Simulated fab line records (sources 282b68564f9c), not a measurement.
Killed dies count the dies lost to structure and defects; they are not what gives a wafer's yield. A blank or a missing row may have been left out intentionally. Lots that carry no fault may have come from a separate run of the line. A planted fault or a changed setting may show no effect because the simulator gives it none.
fab line records    flow rit-cmos
record: lots: 7  wafers: 21  last-day: 7
route steps=202 shown NSD@138 PSD@142 SDANNEAL@153 M1@202
lots that met no fault: taken from a fault-free run of the same line
start-h: the number of hours between the record's first day and the start of the first shown wafer of the lot    wait-h: hours elapsed since this lot's preceding step    " unchanged from the row above    L1.1+2: a row that stands for several wafers    - either no value or no given start    * or withheld: withheld    < > ~ a bound
route shown NAME@n: names a module that has steps shown in the file, with the first one's number in the route    usual: the fault-free wafers' mean and standard deviation    same: alike in all rows    chamber/n: place in a boat    sites: the reading at each site    _std_site: their standard deviation    _edge_site: inner sites' mean taken away from outer sites' mean    radius-mm: for every site, how far away it sits from the centre of the wafer    mask NAME#n: copy n    behind: the most recent tool/chamber to have shaped the wafer    hold: the reason the lot was held/the length of the hold in hours/how it ended    device: which transistor (n, p or np) failed to switch    end of line: tests run on the same wafers once the route is complete    step lacking rows: just its recipe    killed: count of dies lost to structure and defects at first sort (not the wafer's yield)    map: shows each die of a wafer: x if killed, . if not, _ if none is there
set.NAME: the run value of the setting; set.NAME@STEP: its run value at that earlier step    model.NAME: the simulator's own value behind a step, which no gauge read
lots seen at some steps along the route; tables by step, rows by wafer
services: from which hour (start-h, from the record's first day; less than 0 if before it) a tool's chamber was out of use, for how many hours, and why
== steps ==
step: RIT_NSD_HARDBAKE_07
recipe: resist: NOVOLAK  temp-c: 140  time-s: 60
step: RIT_NSD_IMPLANT_08
recipe: species: P  energy-kev: 25  dose-cm2: 1e+15  tilt-deg: 7
step: RIT_NSD_STRIP_09
recipe: chemistry: O2  time-s: 180  resist: NOVOLAK  platen-temp-c: withheld  power-w: 500  pressure-mtorr: 4000  o2-flow-sccm: 4000
usual: drypump-motor-current-A: 5.67/0.28
lot.wafer  tool             chamber  start-h  wait-h  drypump-motor-current-A  rf-hours-counter-h
L163.1     plasma-asher-04  1        60.75    0.1     6.09                     27
L163.3     "                0        "        "       5.53                     -
L163.4     "                1        "        "       6.08                     -
L168.1     plasma-asher-04  0        82.81    0.1     5.54                     29
L168.4     "                0        "        "       5.52                     -
L168.6     "                0        "        "       5.54                     -
L174.2     plasma-asher-03  1        112.76   0.1     6.01                     45
L174.4     "                0        "        "       5.54                     -
L174.6     "                1        "        "       6.02                     -
L177.1     plasma-asher-04  1        127.71   0.1     6.10                     34
L177.5     "                1        "        "       6.10                     -
L177.6     "                0        "        "       5.54                     -
L179.3     plasma-asher-04  0        134.79   0.1     5.53                     -
L179.4     "                1        "        "       6.11                     -
L179.6     "                0        "        "       5.52                     -
L183.1     plasma-asher-04  0        155.84   0.1     5.53                     38
L183.4     "                1        "        "       6.10                     -
L183.5     "                1        "        "       6.09                     -
L185.2     plasma-asher-04  1        167.60   0.1     6.12                     39
L185.5     "                0        "        "       5.54                     -
L185.6     "                1        "        "       6.09                     -
step: RIT_NSD_TW_MEAS_10
usual: NSD_TW: 3137/13
lot.wafer  tool           chamber  start-h  wait-h  NSD_TW
L163.1     film-metro-03  -        60.93    0.1     3151
L163.3     "              -        "        "       3148
L163.4     "              -        "        "       3151
L168.1     film-metro-02  -        82.99    0.1     3119
L168.4     "              -        "        "       3133
L168.6     "              -        "        "       3142
L174.2     film-metro-03  -        112.94   0.1     3144
L174.4     "              -        "        "       3160
L174.6     "              -        "        "       3146
L177.1     film-metro-04  -        127.88   0.1     3149
L177.5     "              -        "        "       3125
L177.6     "              -        "        "       3159
L179.3     film-metro-02  -        134.92   0.1     3144
L179.4     "              -        "        "       3154
L179.6     "              -        "        "       3146
L183.1     film-metro-04  -        156.01   0.1     3160
L183.4     "              -        "        "       3151
L183.5     "              -        "        "       3154
L185.2     film-metro-02  -        167.79   0.1     3155
L185.5     "              -        "        "       3138
L185.6     "              -        "        "       3139
step: RIT_PSD_HMDS_00
recipe: prime-time-s: 60  prime-temp-c: 140
step: RIT_PSD_COAT_01
recipe: resist: NOVOLAK  spin-rpm: 3250  resist-thk-nm: 1000
step: RIT_PSD_SOFTBAKE_02
recipe: resist: NOVOLAK  temp-c: 90  time-s: 60
step: RIT_PSD_EXPOSE_03
recipe: mask-id: M10  na: 0.57  target-cd-nm: 40900  dose-mj: 250
step: RIT_PSD_PEB_04
recipe: resist: NOVOLAK  temp-c: withheld  time-s: withheld
step: RIT_PSD_DEVELOP_05
recipe: resist: NOVOLAK  develop-time-s: 50  dev-temp-c: 23
step: RIT_PSD_OVL_MEAS_06
usual: PSD_OVL: -0.9/1.3
lot.wafer  tool        chamber  start-h  wait-h  PSD_OVL[nm]
L163.1     overlay-01  -        61.96    -       1.1
L163.3     "           -        "        "       0.4
L163.4     "           -        "        "       0.3
L168.1     overlay-01  -        84.02    -       -0.8
L168.4     "           -        "        "       0.2
L168.6     "           -        "        "       0.4
L174.2     overlay-01  -        113.85   -       -3.4
L174.4     "           -        "        "       -1.6
L174.6     "           -        "        "       -0.2
L177.1     overlay-01  -        128.79   -       -0.5
L177.5     "           -        "        "       -1.3
L177.6     "           -        "        "       -0.9
L179.3     overlay-02  -        136.02   -       0.0
L179.4     "           -        "        "       -0.3
L179.6     "           -        "        "       -0.2
L183.1     overlay-02  -        157.02   -       0.9
L183.4     "           -        "        "       0.4
L183.5     "           -        "        "       0.1
L185.2     overlay-01  -        168.82   -       -1.1
L185.5     "           -        "        "       -1.6
L185.6     "           -        "        "       0.6
step: RIT_PSD_HARDBAKE_07
recipe: resist: NOVOLAK  temp-c: 140  time-s: 60
step: RIT_PSD_IMPLANT_08
recipe: species: BF2  energy-kev: 27  dose-cm2: 5e+15  tilt-deg: 7
lot.wafer   tool          chamber  start-h  wait-h
L163.1+3+4  implanter-03  0        62.15    0.1
L168.1+4+6  implanter-02  0        84.21    0.1
L174.2+4+6  implanter-03  0        114.05   0.1
L177.1+5+6  implanter-03  0        128.98   0.1
L179.3+4+6  implanter-03  0        136.25   0.1
L183.1+4+5  implanter-04  0        157.37   0.1
L185.2+5+6  implanter-02  0        169.02   0.1
step: RIT_PSD_STRIP_09
recipe: chemistry: O2  time-s: 180  resist: NOVOLAK  platen-temp-c: withheld  power-w: 500  pressure-mtorr: 4000  o2-flow-sccm: 4000
usual: drypump-motor-current-A: 5.6/0.33
lot.wafer  tool             chamber  start-h  wait-h  drypump-motor-current-A  rf-hours-counter-h
L163.1     plasma-asher-02  1        62.30    0.1     6.0                      42
L163.3     "                0        "        "       5.1                      -
L163.4     "                1        "        "       6.0                      -
L168.1     plasma-asher-01  0        84.36    0.1     5.3                      46
L168.4     "                0        "        "       5.4                      -
L168.6     "                1        "        "       5.5                      -
L174.2     plasma-asher-03  0        114.18   0.1     5.5                      46
L174.4     "                1        "        "       6.0                      -
L174.6     "                0        "        "       5.5                      -
L177.1     plasma-asher-01  1        129.13   0.1     5.5                      1
L177.5     "                1        "        "       5.5                      -
L177.6     "                0        "        "       5.3                      -
L179.3     plasma-asher-01  0        136.41   0.1     5.3                      -
L179.4     "                1        "        "       5.5                      -
L179.6     "                1        "        "       5.5                      -
L183.1     plasma-asher-03  1        157.52   0.1     6.0                      50
L183.4     "                1        "        "       6.0                      -
L183.5     "                0        "        "       5.5                      -
L185.2     plasma-asher-02  1        169.15   0.1     6.0                      54
L185.5     "                0        "        "       5.1                      -
L185.6     "                1        "        "       6.0                      -
step: RIT_PSD_TW_MEAS_10
usual: PSD_TW: 3447/19
lot.wafer  tool           chamber  start-h  wait-h  PSD_TW
L163.1     film-metro-02  -        62.47    0.1     3458
L163.3     "              -        "        "       3452
L163.4     "              -        "        "       3465
L168.1     film-metro-03  -        84.53    0.1     3450
L168.4     "              -        "        "       3450
L168.6     "              -        "        "       3430
L174.2     film-metro-04  -        114.36   0.1     3451
L174.4     "              -        "        "       3427
L174.6     "              -        "        "       3406
L177.1     film-metro-04  -        129.31   0.1     3450
L177.5     "              -        "        "       3461
L177.6     "              -        "        "       3453
L179.3     film-metro-02  -        136.54   0.1     3429
L179.4     "              -        "        "       3433
L179.6     "              -        "        "       3417
L183.1     film-metro-03  -        157.69   0.1     3428
L183.4     "              -        "        "       3428
L183.5     "              -        "        "       3432
L185.2     film-metro-03  -        169.33   0.1     3443
L185.5     "              -        "        "       3468
L185.6     "              -        "        "       3448
step: RIT_SDANNEAL_CLEAN_00
recipe: chemistry: SC1  mix: 3:3:50  time-s: 600  temp-c: 75
step: RIT_SDANNEAL_CLEAN_01
recipe: chemistry: dHF  dilution: 50:1  time-s: 30
step: RIT_SDANNEAL_CLEAN_02
recipe: chemistry: SC2  mix: 3:3:50  time-s: 600  temp-c: 75  dry: n2-spin
step: RIT_SDANNEAL_RTA_03
recipe: temp-c: 1050  time-s: 5  idle-temp-c: 600  ramp-up-c-per-s: 342  ramp-down-c-per-s: 171  cool-to-c: 600  ambient: N2
usual: wafer_temp_C_max: 1053.5/1.1
lot.wafer  tool           chamber  start-h  wait-h  wafer_temp_C_max
L163.1     rtp-anneal-02  0        62.90    0.0     1052.8
L163.3     "              0        "        "       1053.2
L163.4     "              0        "        "       1051.9
L168.1     rtp-anneal-01  0        84.99    0.0     1054.2
L168.4     "              0        "        "       1053.5
L168.6     "              0        "        "       1054.8
L174.2     rtp-anneal-01  0        114.79   0.0     1051.0
L174.4     "              0        "        "       1052.0
L174.6     "              0        "        "       1054.3
L177.1     rtp-anneal-02  0        129.73   0.0     1053.2
L177.5     "              0        "        "       1054.1
L177.6     "              0        "        "       1055.0
L179.3     rtp-anneal-02  0        136.97   0.0     1054.2
L179.4     "              0        "        "       1052.7
L179.6     "              0        "        "       1051.4
L183.1     rtp-anneal-02  0        158.15   0.0     1052.6
L183.4     "              0        "        "       1054.3
L183.5     "              0        "        "       1052.5
L185.2     rtp-anneal-02  0        169.76   0.0     1052.2
L185.5     "              0        "        "       1054.0
L185.6     "              0        "        "       1054.8
step: RIT_SDANNEAL_RS_MEAS_04
recipe: thk-meas-gauge: four-point-probe
usual: PSD_RS: 115.9/0.35
lot.wafer  tool           chamber  start-h  wait-h  PSD_RS[ohm/sq]
L163.1     film-metro-04  -        62.96    0.0     115.1
L163.3     "              -        "        "       115.5
L163.4     "              -        "        "       115.2
L168.1     film-metro-03  -        85.05    0.0     116.3
L168.4     "              -        "        "       115.9
L168.6     "              -        "        "       116.2
L174.2     film-metro-04  -        114.86   0.1     -
L174.4     "              -        "        "       -
L174.6     "              -        "        "       -
L177.1     film-metro-04  -        129.79   0.0     -
L177.5     "              -        "        "       -
L177.6     "              -        "        "       -
L179.3     film-metro-03  -        137.05   0.1     -
L179.4     "              -        "        "       -
L179.6     "              -        "        "       -
L183.1     film-metro-04  -        158.21   0.0     115.9
L183.4     "              -        "        "       115.9
L183.5     "              -        "        "       115.5
L185.2     film-metro-04  -        169.83   0.1     115.5
L185.5     "              -        "        "       115.7
L185.6     "              -        "        "       115.9
step: RIT_SDANNEAL_RS_MEAS_05
recipe: thk-meas-gauge: four-point-probe
usual: NSD_RS: 84.5/0.32
lot.wafer  tool           chamber  start-h  wait-h  NSD_RS[ohm/sq]
L163.1     film-metro-04  -        63.08    0.1     84.7
L163.3     "              -        "        "       84.9
L163.4     "              -        "        "       84.7
L168.1     film-metro-03  -        85.17    0.1     84.7
L168.4     "              -        "        "       84.3
L168.6     "              -        "        "       84.4
L174.2     film-metro-04  -        114.98   0.1     84.4
L174.4     "              -        "        "       84.5
L174.6     "              -        "        "       84.3
L177.1     film-metro-04  -        129.91   0.1     84.3
L177.5     "              -        "        "       84.4
L177.6     "              -        "        "       84.6
L179.3     film-metro-03  -        137.17   0.1     84.5
L179.4     "              -        "        "       84.7
L179.6     "              -        "        "       84.8
L183.1     film-metro-04  -        158.33   0.1     84.2
L183.4     "              -        "        "       84.0
L183.5     "              -        "        "       84.0
L185.2     film-metro-04  -        169.95   0.1     84.3
L185.5     "              -        "        "       84.3
L185.6     "              -        "        "       84.1
step: RIT_M1_PROBE_99
usual: killed-at-contacts: 0.1/0.27  killed-at-front-end: 7/3.1  killed-dies: 7/3.1  killed-open: 3.3/2.1  killed-short: 3.5/2
same: gross-dies: 264  killed_at_M0_to_M3: 0  killed_at_M4_up: 0  killed-at-back-side: 0  killed-at-other: 0
lot.wafer  tool       chamber  start-h  wait-h  killed-at-contacts  killed-at-front-end  killed-dies  killed-open  killed-short  model.etest.contact-pplus.end-ohm-um  model.etest.diode-pplus-nwell.bv-v  model.etest.diode-pplus-nwell.cj-ff-um2  model.etest.diode-pplus-comb.cj-ff-um2  model.etest.pmos_0p15.bv-v  model.etest.pmos_0p3.bv-v  model.etest.vpnp.gain
L163.1     prober-01  -        70.85    0.1     0                   6                    6            1            5             44.67                                 6.686                               1.671                                    1.977                                   5.624                       5.623                      1.055
L163.3     prober-01  -        70.95    0.2     0                   9                    9            4            5             43.17                                 6.574                               1.699                                    1.984                                   5.625                       5.624                      1.071
L163.4     prober-01  -        71.00    0.2     0                   0                    0            0            0             44.41                                 6.669                               1.673                                    2.001                                   5.646                       5.645                      1.066
L168.1     prober-02  -        92.44    0.1     0                   11                   11           7            3             45.27                                 6.511                               1.728                                    2.036                                   5.726                       5.725                      1.013
L168.4     prober-02  -        92.59    0.2     0                   6                    6            2            4             45.75                                 6.582                               1.719                                    2.026                                   5.704                       5.704                      1.026
L168.6     prober-02  -        92.69    0.2     1                   11                   12           8            4             46.39                                 6.529                               1.732                                    2.023                                   5.713                       5.713                      1.007
L174.2     prober-02  -        122.37   0.1     0                   9                    9            5            4             43.68                                 6.121                               1.992                                    2.283                                   5.43                        5.43                       1.019
L174.4     prober-02  -        122.47   0.2     1                   2                    3            3            0             44.01                                 5.932                               2.072                                    2.333                                   5.37                        5.37                       0.9757
L174.6     prober-02  -        122.57   0.2     0                   8                    8            5            3             44.56                                 5.987                               2.038                                    2.335                                   5.395                       5.395                      0.9917
L177.1     prober-01  -        137.29   0.1     1                   2                    3            1            2             44.28                                 5.91                                2.07                                     2.35                                    5.41                        5.41                       0.9552
L177.5     prober-01  -        137.49   0.2     0                   4                    4            1            3             45.13                                 5.86                                2.075                                    2.34                                    5.378                       5.378                      0.9813
L177.6     prober-01  -        137.54   0.2     0                   2                    2            1            1             45.51                                 6.007                               2.04                                     2.312                                   5.44                        5.44                       1.004
L179.3     prober-01  -        144.83   0.2     0                   15                   15           7            8             45.34                                 6.059                               2                                        2.272                                   5.497                       5.497                      0.974
L179.4     prober-01  -        144.88   0.2     0                   7                    7            4            3             47.68                                 5.956                               2.071                                    2.349                                   5.424                       5.424                      0.9546
L179.6     prober-01  -        144.98   0.2     0                   9                    9            4            5             48.45                                 5.865                               2.116                                    2.37                                    5.403                       5.403                      0.9343
L183.1     prober-02  -        165.73   0.1     0                   5                    5            2            3             44.81                                 6.546                               1.707                                    2.025                                   5.591                       5.591                      1.034
L183.4     prober-02  -        165.88   0.2     0                   2                    2            1            1             43.37                                 6.649                               1.706                                    2.021                                   5.626                       5.625                      1.042
L183.5     prober-02  -        165.93   0.2     0                   7                    7            4            3             43.01                                 6.583                               1.708                                    2.019                                   5.613                       5.612                      1.047
L185.2     prober-02  -        177.54   0.1     0                   6                    6            3            3             43.82                                 6.6                                 1.689                                    2.008                                   5.693                       5.693                      1.063
L185.5     prober-02  -        177.69   0.2     0                   2                    2            0            2             43.29                                 6.612                               1.701                                    2.01                                    5.711                       5.711                      1.055
L185.6     prober-02  -        177.74   0.2     0                   2                    2            0            2             42.93                                 6.612                               1.693                                    2.016                                   5.666                       5.665                      1.052
killed by level:class
L163.1 FOX1:geometric-particle:short=2 GATE:geometric-particle:short=2 GATE:geometric-particle:open=1 REOX:geometric-particle:short=1
L163.3 FOX1:geometric-particle:short=2 FOX1:geometric-particle:open=2 REOX:geometric-particle:short=2 FOX2:geometric-particle:open=1 GATE:geometric-particle:short=1 GATE:geometric-particle:open=1
L168.1 FOX1:geometric-particle:open=3 GATE:geometric-particle:open=3 GATE:geometric-particle:short=2 SILICIDE:geometric-particle:short=1 SILICIDE:geometric-particle:open=1 NWELL:coat-microbubble-printed=1
L168.4 GATE:geometric-particle:short=2 FOX1:geometric-particle:short=1 FOX2:geometric-particle:open=1 GATE:geometric-particle:open=1 SPACER:geometric-particle:short=1
L168.6 GATE:geometric-particle:open=3 FOX2:geometric-particle:open=2 SPACER:geometric-particle:short=2 FOX2:geometric-particle:short=1 GATE:geometric-particle:short=1 REOX:geometric-particle:open=1 SILICIDE:geometric-particle:open=1 CONTACT:geometric-particle:open=1
L174.2 GATE:geometric-particle:open=3 SILICIDE:geometric-particle:open=2 SILICIDE:geometric-particle:short=2 FOX1:geometric-particle:short=1 REOX:geometric-particle:short=1
L174.4 GATE:geometric-particle:open=1 REOX:geometric-particle:open=1 CONTACT:geometric-particle:open=1
L174.6 GATE:geometric-particle:open=4 FOX1:geometric-particle:open=1 GATE:geometric-particle:short=1 SPACER:geometric-particle:short=1 SILICIDE:geometric-particle:short=1
L177.1 FOX2:geometric-particle:short=1 GATE:geometric-particle:short=1 CONTACT:geometric-particle:open=1
L177.5 FOX1:geometric-particle:open=1 FOX1:geometric-particle:short=1 SPACER:geometric-particle:short=1 SILICIDE:geometric-particle:short=1
L177.6 REOX:geometric-particle:open=1 SILICIDE:geometric-particle:short=1
L179.3 GATE:geometric-particle:short=6 GATE:geometric-particle:open=5 SPACER:geometric-particle:open=2 SPACER:geometric-particle:short=1 SILICIDE:geometric-particle:short=1
L179.4 GATE:geometric-particle:open=2 FOX1:geometric-particle:open=1 GATE:geometric-particle:short=1 REOX:geometric-particle:short=1 SPACER:geometric-particle:open=1 SILICIDE:geometric-particle:short=1
L179.6 SPACER:geometric-particle:short=3 GATE:geometric-particle:short=2 FOX1:geometric-particle:open=1 FOX2:geometric-particle:open=1 GATE:geometric-particle:open=1 REOX:geometric-particle:open=1
L183.1 GATE:geometric-particle:short=2 FOX1:geometric-particle:open=1 GATE:geometric-particle:open=1 SPACER:geometric-particle:short=1
L183.4 FOX1:geometric-particle:open=1 SPACER:geometric-particle:short=1
L183.5 GATE:geometric-particle:open=4 GATE:geometric-particle:short=3
L185.2 GATE:geometric-particle:open=2 REOX:geometric-particle:short=2 FOX2:geometric-particle:open=1 GATE:geometric-particle:short=1
L185.5 FOX1:geometric-particle:short=1 GATE:geometric-particle:short=1
L185.6 FOX1:geometric-particle:short=1 GATE:geometric-particle:short=1
== services ==
tool             chamber  start-h  hours  kind
implanter-02     -        64.63    4.8    repair
implanter-04     -        74.66    10.1   repair
implanter-03     -        89.85    3.6    pm
implanter-02     -        92.72    2.0    repair
plasma-asher-01  -        103.58   5.6    repair
implanter-03     -        105.13   0.7    repair
plasma-asher-01  -        109.20   9.0    pm
plasma-asher-01  0        109.20   9.0    vent-cycle
plasma-asher-01  1        109.20   9.0    vent-cycle
plasma-asher-01  0        118.20   -      clean
plasma-asher-01  1        118.20   -      clean
plasma-asher-02  -        128.81   0.6    repair
plasma-asher-03  -        131.59   4.5    repair
implanter-03     -        156.47   11.7   pm
plasma-asher-03  -        163.29   0.5    repair
implanter-02     -        163.36   0.7    repair
== key ==
first-sign: step: RIT_SDANNEAL_RS_MEAS_04  reading: PSD_RS  direction: missing
effect none on later readings
model-effect: step: RIT_M1_PROBE_99  value: etest.contact-pplus.end-ohm-um  without: 43.75  struck: 45.4
met-at RIT_PSD_IMPLANT_08
struck-wafers L174.2,L174.4,L174.6,L177.1,L177.5,L177.6,L179.3,L179.4,L179.6
tester-left-out L174,L177,L179
onset-between 62.15 114.05
fault: kind: process-parameter-drift  tool: implanter-03  chamber: -  onset-h: 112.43  steps: RIT_PSD_IMPLANT_08  channel: tilt-deg  offset: 10  spread-by-wafer: 0.3  shape: step  end-h: 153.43  acts-in: these-recipes-only  stated: 7
tester-left-out: of these lots the tester's yield and bins aren't shown, on N5 and GAA mostly nor the transistor test; their killed dies are dies lost to structure and defects alone, not to doping, threshold or leakage, so they don't give the yield
